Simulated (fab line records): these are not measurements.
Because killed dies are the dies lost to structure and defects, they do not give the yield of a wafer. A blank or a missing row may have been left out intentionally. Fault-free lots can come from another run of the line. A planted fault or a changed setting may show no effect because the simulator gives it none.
fab line records ; flow rit_cmos
record: lots: 7; wafers: 21; last_day: 6
route steps=202 shown M1@184
lots with no fault: from the same line, run without faults
start_h: the number of hours between the record's first day and the start of the first shown wafer of the lot ; wait_h: hours since the lot's step before ; " unchanged from the row above ; L1.1+2: several wafers, shown together as one row ; - no value, or no start given ; * or withheld: withheld ; < > ~ a bound
route shown NAME@n: NAME is a module with steps in the file, n the number in the route of the first one ; usual: the fault-free wafers' mean and standard deviation ; same: alike in all rows ; chamber/n: place in a boat ; sites: readings site by site ; _std_site: how widely they spread, as a standard deviation ; _edge_site: outer sites' mean less inner sites' ; radius_mm: how far each site lies from the wafer's centre ; mask NAME#n: copy n ; behind: the most recent tool/chamber to have shaped the wafer ; hold: why the lot was held/for how many hours/how that ended ; device: whichever transistor did not switch (one of n, p or np) ; end of line: the same wafers' tests at the end of the route ; for a step that has no rows: nothing shown but its recipe ; killed: not the wafer's yield, but the dies lost to structure and defects at the first sort ; map: a wafer's dies, x killed, . not, _ none there
set.NAME: the setting the step ran with; set.NAME@STEP: the setting that earlier step ran with ; model.NAME: the simulator's own value behind a step, which no gauge read
lots seen at some steps along the route; tables by step, rows by wafer
services: from which hour (start_h, from the record's first day; less than 0 if before it) a tool's chamber was out of use, for how many hours, and why
== steps ==
step: RIT_M1_SPUTTER_00
recipe: material: Al; target_thk_nm: 400; power_w: 2000; chamber_pressure_pa: 0.4; gas: Ar; time_s: 500; substrate_temp_c: 25
usual: throttle_valve_pct: 30.1/0.97
lot.wafer;tool;chamber;start_h;wait_h;throttle_valve_pct
L690.1;pvd_sputter-02;-;67.62;0.0;31.8
L690.2;pvd_sputter-02;-;67.62;0.0;29.3
L690.5;pvd_sputter-02;-;67.62;0.0;32.0
L691.1;pvd_sputter-04;-;71.09;0.0;29.6
L691.5;pvd_sputter-04;-;71.09;0.0;30.6
L691.6;pvd_sputter-04;-;71.09;0.0;29.8
L696.4;pvd_sputter-01;-;94.53;0.0;27.8
L696.5;pvd_sputter-01;-;94.53;0.0;27.8
L696.6;pvd_sputter-01;-;94.53;0.0;29.6
L697.1;pvd_sputter-04;-;99.32;0.0;30.5
L697.4;pvd_sputter-04;-;99.32;0.0;29.8
L697.5;pvd_sputter-04;-;99.32;0.0;31.1
L698.1;pvd_sputter-01;-;103.79;0.0;29.8
L698.2;pvd_sputter-01;-;103.79;0.0;31.3
L698.5;pvd_sputter-01;-;103.79;0.0;29.8
L702.1;pvd_sputter-01;-;123.96;0.0;29.6
L702.5;pvd_sputter-01;-;123.96;0.0;31.1
L702.6;pvd_sputter-01;-;123.96;0.0;29.8
L703.2;pvd_sputter-04;-;129.37;0.0;29.8
L703.5;pvd_sputter-04;-;129.37;0.0;30.4
L703.6;pvd_sputter-04;-;129.37;0.0;29.7
step: RIT_M1_RS_MEAS_01
recipe: thk_meas_gauge: four-point-probe; reads: Al_of_M1_SPUTTER_00
usual: M1_AL_RS: 0.0733/0.0008
lot.wafer;tool;chamber;start_h;wait_h;M1_AL_RS[ohm/sq]
L690.1;film_metro-01;-;67.94;0.2;0.0740
L690.2;film_metro-01;-;67.94;0.2;0.0737
L690.5;film_metro-01;-;67.94;0.2;0.0741
L691.1;film_metro-03;-;71.39;0.1;0.0731
L691.5;film_metro-03;-;71.39;0.1;0.0734
L691.6;film_metro-03;-;71.39;0.1;0.0731
L696.4;film_metro-03;-;94.89;0.2;0.0739
L696.5;film_metro-03;-;94.89;0.2;0.0730
L696.6;film_metro-03;-;94.89;0.2;0.0730
L697.1;film_metro-03;-;99.62;0.1;0.0725
L697.4;film_metro-03;-;99.62;0.1;0.0726
L697.5;film_metro-03;-;99.62;0.1;0.0727
L698.1;film_metro-02;-;104.08;0.1;0.0726
L698.2;film_metro-02;-;104.08;0.1;0.0726
L698.5;film_metro-02;-;104.08;0.1;0.0723
L702.1;film_metro-02;-;124.25;0.1;0.0725
L702.5;film_metro-02;-;124.25;0.1;0.0733
L702.6;film_metro-02;-;124.25;0.1;0.0721
L703.2;film_metro-01;-;129.68;0.2;0.0735
L703.5;film_metro-01;-;129.68;0.2;0.0738
L703.6;film_metro-01;-;129.68;0.2;0.0744
step: RIT_M1_THK_MEAS_02
recipe: thk_meas_gauge: xrf; reads: Al_of_M1_SPUTTER_00
usual: M1_AL_THK: 402/4.7
lot.wafer;tool;chamber;start_h;wait_h;M1_AL_THK[nm]
L690.1;film_metro-01;-;68.06;0.1;401
L690.2;film_metro-01;-;68.06;0.1;403
L690.5;film_metro-01;-;68.06;0.1;400
L691.1;film_metro-03;-;71.51;0.1;407
L691.5;film_metro-03;-;71.51;0.1;403
L691.6;film_metro-03;-;71.51;0.1;406
L696.4;film_metro-03;-;94.98;0.1;394
L696.5;film_metro-03;-;94.98;0.1;406
L696.6;film_metro-03;-;94.98;0.1;402
L697.1;film_metro-03;-;99.74;0.1;409
L697.4;film_metro-03;-;99.74;0.1;404
L697.5;film_metro-03;-;99.74;0.1;409
L698.1;film_metro-02;-;104.20;0.1;404
L698.2;film_metro-02;-;104.20;0.1;405
L698.5;film_metro-02;-;104.20;0.1;406
L702.1;film_metro-02;-;124.37;0.1;406
L702.5;film_metro-02;-;124.37;0.1;404
L702.6;film_metro-02;-;124.37;0.1;410
L703.2;film_metro-01;-;129.79;0.1;406
L703.5;film_metro-01;-;129.79;0.1;398
L703.6;film_metro-01;-;129.79;0.1;397
step: RIT_M1_HMDS_03
recipe: prime_time_s: 61.38; prime_temp_c: 140
step: RIT_M1_COAT_04
recipe: resist: NOVOLAK; spin_rpm: 2000; resist_thk_nm: 1300
step: RIT_M1_SOFTBAKE_05
recipe: resist: NOVOLAK; temp_c: 90; time_s: 60
step: RIT_M1_EXPOSE_06
recipe: mask_id: M12; na: 0.6; source_shape: conventional; sigma_outer: 0.5; target_cd_nm: 2600; dose_mj: 250
step: RIT_M1_PEB_07
recipe: resist: NOVOLAK; temp_c: withheld; time_s: withheld
step: RIT_M1_DEVELOP_08
recipe: resist: NOVOLAK; develop_time_s: 68; dev_temp_c: 23
step: RIT_M1_CD_MEAS_09
recipe: target_cd_nm: 2600
usual: cd_nm: 2600.0/2
lot.wafer;tool;chamber;start_h;wait_h;cd_nm
L690.1;cd_sem-02;-;69.00;-;2600.9
L690.2;cd_sem-02;-;69.00;-;2600.2
L690.5;cd_sem-02;-;69.00;-;2602.1
L691.1;cd_sem-01;-;72.57;-;2598.9
L691.5;cd_sem-01;-;72.57;-;2599.3
L691.6;cd_sem-01;-;72.57;-;2601.0
L696.4;cd_sem-02;-;96.07;-;2600.9
L696.5;cd_sem-02;-;96.07;-;2602.3
L696.6;cd_sem-02;-;96.07;-;2599.4
L697.1;cd_sem-01;-;100.68;-;2603.4
L697.4;cd_sem-01;-;100.68;-;2600.5
L697.5;cd_sem-01;-;100.68;-;2602.2
L698.1;cd_sem-02;-;105.14;-;2597.0
L698.2;cd_sem-02;-;105.14;-;2599.0
L698.5;cd_sem-02;-;105.14;-;2599.7
L702.1;cd_sem-01;-;125.44;-;2602.3
L702.5;cd_sem-01;-;125.44;-;2600.4
L702.6;cd_sem-01;-;125.44;-;2600.5
L703.2;cd_sem-01;-;130.87;-;2601.6
L703.5;cd_sem-01;-;130.87;-;2599.8
L703.6;cd_sem-01;-;130.87;-;2601.3
step: RIT_M1_OVL_MEAS_10
usual: M1_OVL: 0.3/1.6
lot.wafer;tool;chamber;start_h;wait_h;M1_OVL[nm]
L690.1;overlay-02;-;69.12;0.1;2.9
L690.2;overlay-02;-;69.12;0.1;3.2
L690.5;overlay-02;-;69.12;0.1;3.4
L691.1;overlay-01;-;72.69;0.1;-0.5
L691.5;overlay-01;-;72.69;0.1;1.2
L691.6;overlay-01;-;72.69;0.1;0.0
L696.4;overlay-01;-;96.15;0.1;0.4
L696.5;overlay-01;-;96.15;0.1;0.4
L696.6;overlay-01;-;96.15;0.1;1.6
L697.1;overlay-02;-;100.80;0.1;0.0
L697.4;overlay-02;-;100.80;0.1;3.4
L697.5;overlay-02;-;100.80;0.1;-0.3
L698.1;overlay-01;-;105.26;0.1;-0.9
L698.2;overlay-01;-;105.26;0.1;2.5
L698.5;overlay-01;-;105.26;0.1;0.1
L702.1;overlay-02;-;125.56;0.1;-1.1
L702.5;overlay-02;-;125.56;0.1;-0.2
L702.6;overlay-02;-;125.56;0.1;-0.2
L703.2;overlay-02;-;130.97;0.1;-0.3
L703.5;overlay-02;-;130.97;0.1;-2.0
L703.6;overlay-02;-;130.97;0.1;0.2
step: RIT_M1_HARDBAKE_11
recipe: resist: NOVOLAK; temp_c: 140; time_s: 120
step: RIT_M1_METAL_ETCH_12
recipe: stop_on: SiO2; chemistry: Cl2/BCl3; target: Al; time_s: 165; over_etch_frac: 0.5; pressure_mtorr: 100; target_depth_a: 6000; rf_w: 250; Cl2_flow_sccm: 60; bcl3_flow_sccm: 50
usual: bcl3_flow_sccm: 50.03/0.14; chamber_pressure_mTorr: 100.00/0.097; drypump_motor_current_A: 5.5/0.59; oes_product_au: 0.768/0.012; throttle_valve_pct: 8.26/0.12
lot.wafer;tool;chamber;start_h;wait_h;bcl3_flow_sccm;chamber_pressure_mTorr;drypump_motor_current_A;oes_product_au;rf_hours_counter_h;throttle_valve_pct;model.NOVOLAK_of_M1_COAT_04.thk_nm;model.SiO2_of_CONTACT_CVD_00.thk_nm
L690.1;rie_metal-02;1;69.41;0.2;50.16;100.24;5.0;0.750;33;8.37;794.4;360.1
L690.2;rie_metal-02;0;69.41;0.2;50.05;100.02;4.8;0.764;34;8.40;799.1;360.6
L690.5;rie_metal-02;1;69.41;0.2;49.85;99.96;5.0;0.751;-;8.37;796.9;362.2
L691.1;rie_metal-03;1;72.98;0.2;50.04;100.10;5.7;0.781;3;8.22;798;356.2
L691.5;rie_metal-03;1;72.98;0.2;50.10;99.94;5.7;0.782;-;8.21;803.4;363.6
L691.6;rie_metal-03;0;72.98;0.2;49.99;99.90;5.1;0.772;-;8.05;811.7;366
L696.4;rie_metal-02;1;96.47;0.1;-;-;-;-;-;-;1146;396.5
L696.5;rie_metal-02;0;96.47;0.1;-;-;-;-;-;-;1147;391
L696.6;rie_metal-02;1;96.47;0.1;-;-;-;-;-;-;1141;396.9
L697.1;rie_metal-03;1;101.08;0.2;-;-;-;-;-;-;1140;384.8
L697.4;rie_metal-03;0;101.08;0.2;-;-;-;-;-;-;1142;394.8
L697.5;rie_metal-03;0;101.08;0.2;-;-;-;-;-;-;1140;393
L698.1;rie_metal-04;0;105.55;0.2;-;-;-;-;-;-;1145;396.8
L698.2;rie_metal-04;1;105.55;0.2;-;-;-;-;-;-;1141;397.4
L698.5;rie_metal-04;0;105.55;0.2;-;-;-;-;-;-;1145;400.2
L702.1;rie_metal-04;0;125.84;0.2;49.86;99.96;6.7;0.755;1;8.34;809.7;356.2
L702.5;rie_metal-04;1;125.84;0.2;50.00;99.87;5.4;0.790;-;8.30;793.9;359.8
L702.6;rie_metal-04;0;125.84;0.2;49.98;99.87;6.7;0.771;-;8.33;810.1;360.4
L703.2;rie_metal-03;0;131.25;0.2;50.12;99.97;5.1;0.762;3;8.05;817.9;359.2
L703.5;rie_metal-03;1;131.25;0.2;49.86;100.06;5.7;0.779;-;8.24;808.7;370.3
L703.6;rie_metal-03;0;131.25;0.2;49.97;100.06;5.1;0.744;-;8.04;822.5;359
step: RIT_M1_STRIP_13
recipe: chemistry: nmp; resist: NOVOLAK; temp_c: 80; time_s: 600; dry: n2_spin
step: RIT_M1_STRIP_14
recipe: chemistry: O2; time_s: 180; platen_temp_c: withheld; power_w: 500; pressure_mtorr: 4000; o2_flow_sccm: 4000
usual: chamber_pressure_mTorr: 4000/3.2; drypump_motor_current_A: 5.8/0.38
lot.wafer;tool;chamber;start_h;wait_h;chamber_pressure_mTorr;drypump_motor_current_A;rf_hours_counter_h
L690.1;plasma_asher-04;0;69.76;0.0;3999;5.8;42
L690.2;plasma_asher-04;1;69.76;0.0;3999;5.4;42
L690.5;plasma_asher-04;1;69.76;0.0;3999;5.4;-
L691.1;plasma_asher-03;1;73.32;0.0;3997;5.6;43
L691.5;plasma_asher-03;1;73.32;0.0;4006;5.6;-
L691.6;plasma_asher-03;0;73.32;0.0;3999;6.3;-
L696.4;plasma_asher-04;1;96.82;0.1;4000;5.4;-
L696.5;plasma_asher-04;1;96.82;0.1;3997;5.4;-
L696.6;plasma_asher-04;0;96.82;0.1;4000;5.8;-
L697.1;plasma_asher-04;0;101.42;0.0;3998;5.8;46
L697.4;plasma_asher-04;0;101.42;0.0;3992;5.7;-
L697.5;plasma_asher-04;1;101.42;0.0;4003;5.3;-
L698.1;plasma_asher-02;1;105.92;0.0;3997;5.6;31
L698.2;plasma_asher-02;0;105.92;0.0;4004;6.4;31
L698.5;plasma_asher-02;0;105.92;0.0;3997;6.4;-
L702.1;plasma_asher-03;1;126.20;0.0;4003;5.6;1
L702.5;plasma_asher-03;0;126.20;0.0;4005;6.3;-
L702.6;plasma_asher-03;1;126.20;0.0;3998;5.6;-
L703.2;plasma_asher-03;1;131.83;0.0;3995;5.6;2
L703.5;plasma_asher-03;1;131.83;0.0;3993;5.6;-
L703.6;plasma_asher-03;0;131.83;0.0;4002;6.3;-
step: RIT_M1_CD_MEAS_90
recipe: target_cd_nm: 2600
usual: cd_nm: 2600.0/2.7
lot.wafer;tool;chamber;start_h;wait_h;cd_nm
L690.1;cd_sem-01;-;69.94;0.1;2601.7
L690.2;cd_sem-01;-;69.94;0.1;2599.2
L690.5;cd_sem-01;-;69.94;0.1;2602.3
L691.1;cd_sem-02;-;73.49;0.1;2599.2
L691.5;cd_sem-02;-;73.49;0.1;2598.4
L691.6;cd_sem-02;-;73.49;0.1;2603.8
L696.4;cd_sem-02;-;96.99;0.1;-
L696.5;cd_sem-02;-;96.99;0.1;-
L696.6;cd_sem-02;-;96.99;0.1;-
L697.1;cd_sem-02;-;101.60;0.1;-
L697.4;cd_sem-02;-;101.60;0.1;-
L697.5;cd_sem-02;-;101.60;0.1;-
L698.1;cd_sem-02;-;106.09;0.1;-
L698.2;cd_sem-02;-;106.09;0.1;-
L698.5;cd_sem-02;-;106.09;0.1;-
L702.1;cd_sem-02;-;126.37;0.1;2601.3
L702.5;cd_sem-02;-;126.37;0.1;2600.1
L702.6;cd_sem-02;-;126.37;0.1;2598.7
L703.2;cd_sem-02;-;132.03;0.1;2605.1
L703.5;cd_sem-02;-;132.03;0.1;2601.8
L703.6;cd_sem-02;-;132.03;0.1;2605.7
step: RIT_M1_ANNEAL_15
recipe: temp_c: 450; time_s: 1800; ambient: forming_gas_H2N2
step: RIT_M1_PROBE_99
usual: defect_limited_yield: 97.6/1.1; killed_at_M0_to_M3: 0.0/0.083; killed_at_contacts: 0.1/0.25; killed_at_front_end: 6.3/2.9; killed_dies: 6.4/2.9; killed_on_rim: 1.7/1.4; killed_open: 3.3/2.1; killed_short: 3.1/1.7; sort_bin_3_pad_short: 0.1/0.22; sort_bin_5_function: 1.4/0.75; sort_bin_6_memory: 0.9/0.65; sort_n_pass: 257.6/2.9; sort_yield_pct: 97.6/1.1
same: gross_dies: 264; killed_at_M4_up: 0; killed_at_back_side: 0; killed_at_other: 0
lot.wafer;tool;chamber;start_h;wait_h;defect_limited_yield[%];killed_at_M0_to_M3;killed_at_contacts;killed_at_front_end;killed_dies;killed_on_rim;killed_open;killed_short;sort_bin_3_pad_short[%];sort_bin_5_function[%];sort_bin_6_memory[%];sort_n_pass;sort_yield_pct[%]
L690.1;prober-01;-;71.68;0.1;96.2;0;0;10;10;2;5;5;0.8;2.7;0.4;254.0;96.2
L690.2;prober-01;-;71.73;0.1;97.7;0;0;6;6;0;2;4;0;1.9;0.4;258.0;97.7
L690.5;prober-01;-;71.88;0.2;97.7;0;0;6;6;3;2;4;0.4;1.1;0.8;258.0;97.7
L691.1;prober-02;-;75.23;0.1;99.2;0;0;2;2;1;1;1;0;0.8;0;262.0;99.2
L691.5;prober-02;-;75.43;0.2;98.9;0;0;3;3;0;1;2;0;1.1;0;261.0;98.9
L691.6;prober-02;-;75.48;0.2;95.1;0;0;13;13;3;7;6;0;3.0;1.9;251.0;95.1
L696.4;prober-01;-;98.82;0.2;0;258;0;6;264;70;1;4;0.4;99.2;0.4;0;0
L696.5;prober-01;-;98.87;0.2;0;255;0;9;264;70;2;5;0.8;97.0;2.3;0;0
L696.6;prober-01;-;98.92;0.2;0;259;0;5;264;70;3;2;0;99.6;0.4;0;0
L697.1;prober-02;-;103.34;0.1;0;249;1;14;264;70;12;3;0.4;97.3;2.3;0;0
L697.4;prober-02;-;103.49;0.2;0;257;0;7;264;70;6;1;0;99.2;0.8;0;0
L697.5;prober-02;-;103.54;0.2;0;258;0;6;264;70;2;4;0;99.2;0.8;0;0
L698.1;prober-01;-;107.83;0.1;0;257;0;7;264;70;7;0;0;98.9;1.1;0;0
L698.2;prober-01;-;107.88;0.1;0;248;0;16;264;70;7;9;0;96.6;3.4;0;0
L698.5;prober-01;-;108.03;0.2;0;245;0;19;264;70;11;8;0.4;97.0;2.7;0;0
L702.1;prober-02;-;128.11;0.1;98.9;0;0;3;3;0;1;2;0;1.1;0;261.0;98.9
L702.5;prober-02;-;128.31;0.2;97.7;0;0;6;6;0;6;0;0;1.9;0.4;258.0;97.7
L702.6;prober-02;-;128.36;0.2;97.0;0;0;8;8;2;3;5;0;1.5;1.5;256.0;97.0
L703.2;prober-01;-;133.80;0.1;97.7;0;0;6;6;3;4;2;0;1.5;0.8;258.0;97.7
L703.5;prober-01;-;133.95;0.2;98.1;0;0;5;5;0;2;3;0;1.5;0.4;259.0;98.1
L703.6;prober-01;-;134.00;0.2;96.6;0;0;9;9;3;3;6;0.4;1.1;1.9;255.0;96.6
killed by level:class
L690.1 GATE:geometric_particle:open=3 GATE:geometric_particle:short=2 SPACER:geometric_particle:short=2 REOX:geometric_particle:open=1 REOX:geometric_particle:short=1 SPACER:geometric_particle:open=1
L690.2 GATE:geometric_particle:open=2 GATE:geometric_particle:short=2 SPACER:geometric_particle:short=1 SILICIDE:geometric_particle:short=1
L690.5 GATE:geometric_particle:short=4 SPACER:geometric_particle:open=2
L691.1 FOX1:geometric_particle:short=1 FOX1:geometric_particle:open=1
L691.5 FOX1:geometric_particle:open=1 FOX1:geometric_particle:short=1 GATE:geometric_particle:short=1
L691.6 SILICIDE:geometric_particle:short=5 REOX:geometric_particle:open=4 GATE:geometric_particle:open=2 REOX:geometric_particle:short=1 SILICIDE:geometric_particle:open=1
L696.4 M1:area_etch=258 SILICIDE:geometric_particle:short=3 FOX2:geometric_particle:short=1 GATE:geometric_particle:open=1 NRETRO:coat_microbubble_printed=1
L696.5 M1:area_etch=255 GATE:geometric_particle:short=2 NRETRO:coat_microbubble_printed=2 FOX2:geometric_particle:short=1 GATE:geometric_particle:open=1 SPACER:geometric_particle:short=1 SILICIDE:geometric_particle:short=1 SILICIDE:geometric_particle:open=1
L696.6 M1:area_etch=259 ACTIVE:geometric_particle:short=1 REOX:geometric_particle:short=1 REOX:geometric_particle:open=1 SPACER:geometric_particle:open=1 SILICIDE:geometric_particle:open=1
L697.1 M1:area_etch=249 SILICIDE:geometric_particle:open=6 GATE:geometric_particle:open=3 SILICIDE:geometric_particle:short=2 SPACER:geometric_particle:open=1 FOX1:geometric_particle:open=1 GATE:geometric_particle:short=1 CONTACT:geometric_particle:open=1
L697.4 M1:area_etch=257 GATE:geometric_particle:open=5 FOX1:geometric_particle:open=1 GATE:geometric_particle:short=1
L697.5 M1:area_etch=258 REOX:geometric_particle:short=2 FOX2:geometric_particle:short=1 GATE:geometric_particle:open=1 GATE:geometric_particle:short=1 SPACER:geometric_particle:open=1
L698.1 M1:area_etch=257 REOX:geometric_particle:open=4 GATE:geometric_particle:open=2 FOX2:geometric_particle:open=1
L698.2 M1:area_etch=248 REOX:geometric_particle:short=5 FOX1:geometric_particle:short=3 GATE:geometric_particle:open=3 REOX:geometric_particle:open=2 SILICIDE:geometric_particle:open=2 GATE:geometric_particle:short=1
L698.5 M1:area_etch=245 GATE:geometric_particle:open=5 FOX1:geometric_particle:open=4 GATE:geometric_particle:short=4 FOX2:geometric_particle:short=2 FOX2:geometric_particle:open=1 REOX:geometric_particle:open=1 REOX:geometric_particle:short=1
L702.1 GATE:geometric_particle:open=1 SPACER:geometric_particle:short=1 SILICIDE:geometric_particle:short=1
L702.5 FOX1:geometric_particle:open=2 REOX:geometric_particle:open=2 GATE:geometric_particle:open=1 SPACER:geometric_particle:open=1
L702.6 REOX:geometric_particle:short=2 REOX:geometric_particle:open=2 FOX1:geometric_particle:open=1 FOX1:geometric_particle:short=1 FOX2:geometric_particle:short=1 SILICIDE:geometric_particle:short=1
L703.2 GATE:geometric_particle:open=2 GATE:geometric_particle:short=1 SPACER:geometric_particle:open=1 SPACER:geometric_particle:short=1 SILICIDE:geometric_particle:open=1
L703.5 FOX1:geometric_particle:short=2 FOX1:geometric_particle:open=1 FOX2:geometric_particle:open=1 SPACER:geometric_particle:short=1
L703.6 GATE:geometric_particle:short=2 ACTIVE:geometric_particle:short=1 FOX1:geometric_particle:open=1 FOX1:geometric_particle:short=1 GATE:geometric_particle:open=1 REOX:geometric_particle:open=1 SPACER:geometric_particle:short=1 SILICIDE:geometric_particle:short=1
map L696.4 (x killed, . not)
________xxxxxxx_______
_____xxxxxxxxxxxxx____
____xxxxxxxxxxxxxxx___
___xxxxxxxxxxxxxxxxx__
__xxxxxxxxxxxxxxxxxxx_
__xxxxxxxxxxxxxxxxxxx_
_xxxxxxxxxxxxxxxxxxxxx
_xxxxxxxxxxxxxxxxxxxxx
_xxxxxxxxxxxxxxxxxxxxx
_xxxxxxxxxxxxxxxxxxxxx
__xxxxxxxxxxxxxxxxxxx_
__xxxxxxxxxxxxxxxxxxx_
___xxxxxxxxxxxxxxxxx__
____xxxxxxxxxxxxxxx___
_____xxxxxxxxxxxxx____
________xxxxxxx_______
map L697.1 (x killed, . not)
________xxxxxxx_______
_____xxxxxxxxxxxxx____
____xxxxxxxxxxxxxxx___
___xxxxxxxxxxxxxxxxx__
__xxxxxxxxxxxxxxxxxxx_
__xxxxxxxxxxxxxxxxxxx_
_xxxxxxxxxxxxxxxxxxxxx
_xxxxxxxxxxxxxxxxxxxxx
_xxxxxxxxxxxxxxxxxxxxx
_xxxxxxxxxxxxxxxxxxxxx
__xxxxxxxxxxxxxxxxxxx_
__xxxxxxxxxxxxxxxxxxx_
___xxxxxxxxxxxxxxxxx__
____xxxxxxxxxxxxxxx___
_____xxxxxxxxxxxxx____
________xxxxxxx_______
== services ==
tool;chamber;start_h;hours;kind
plasma_asher-03;-;52.92;0.6;repair
pvd_sputter-04;-;55.86;1.9;repair
pvd_sputter-04;-;61.35;7.5;repair
rie_metal-02;-;70.32;0.4;repair
pvd_sputter-01;-;83.96;1.1;repair
pvd_sputter-04;-;104.57;3.6;repair
plasma_asher-03;-;108.80;9.0;pm
plasma_asher-03;0;108.80;9.0;vent_cycle
plasma_asher-03;1;108.80;9.0;vent_cycle
plasma_asher-02;-;110.74;10.5;repair
plasma_asher-03;0;117.80;-;clean
plasma_asher-03;1;117.80;-;clean
rie_metal-04;-;120.25;2.8;pm
plasma_asher-04;-;125.93;8.0;repair
pvd_sputter-04;-;128.38;0.5;repair
== key ==
first_sign: step: RIT_M1_METAL_ETCH_12; reading: tool_record; direction: missing
effect: step: RIT_M1_CD_MEAS_90; reading: cd_nm; direction: missing
effect: step: RIT_M1_PROBE_99; reading: killed_at_M0_to_M3; direction: up; sigmas: 99+; usual: 0.0; struck: 254
model_effect: step: RIT_M1_METAL_ETCH_12; value: NOVOLAK_of_M1_COAT_04.thk_nm; without: 812.9; struck: 1143
more_kills_born_at: RIT_M1_METAL_ETCH_12@rie_metal-02: 772; RIT_M1_METAL_ETCH_12@rie_metal-03: 764; RIT_M1_METAL_ETCH_12@rie_metal-04: 750
met_at RIT_M1_METAL_ETCH_12
struck_wafers L696.4,L696.5,L696.6,L697.1,L697.4,L697.5,L698.1,L698.2,L698.5
later_rows_left_out L696.4,L696.5,L696.6,L697.1,L697.4,L697.5,L698.1,L698.2,L698.5
onset_between 72.98 96.47
fault: kind: skipped_step_whole; tool: rie_metal-02,rie_metal-03,rie_metal-04; chamber: -; onset_h: 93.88; steps: RIT_M1_METAL_ETCH_12; scope: struck_lots_only
later_rows_left_out: the simulator's readings of these wafers behind a module that went badly wrong aren't trusted and aren't shown, but for the sort
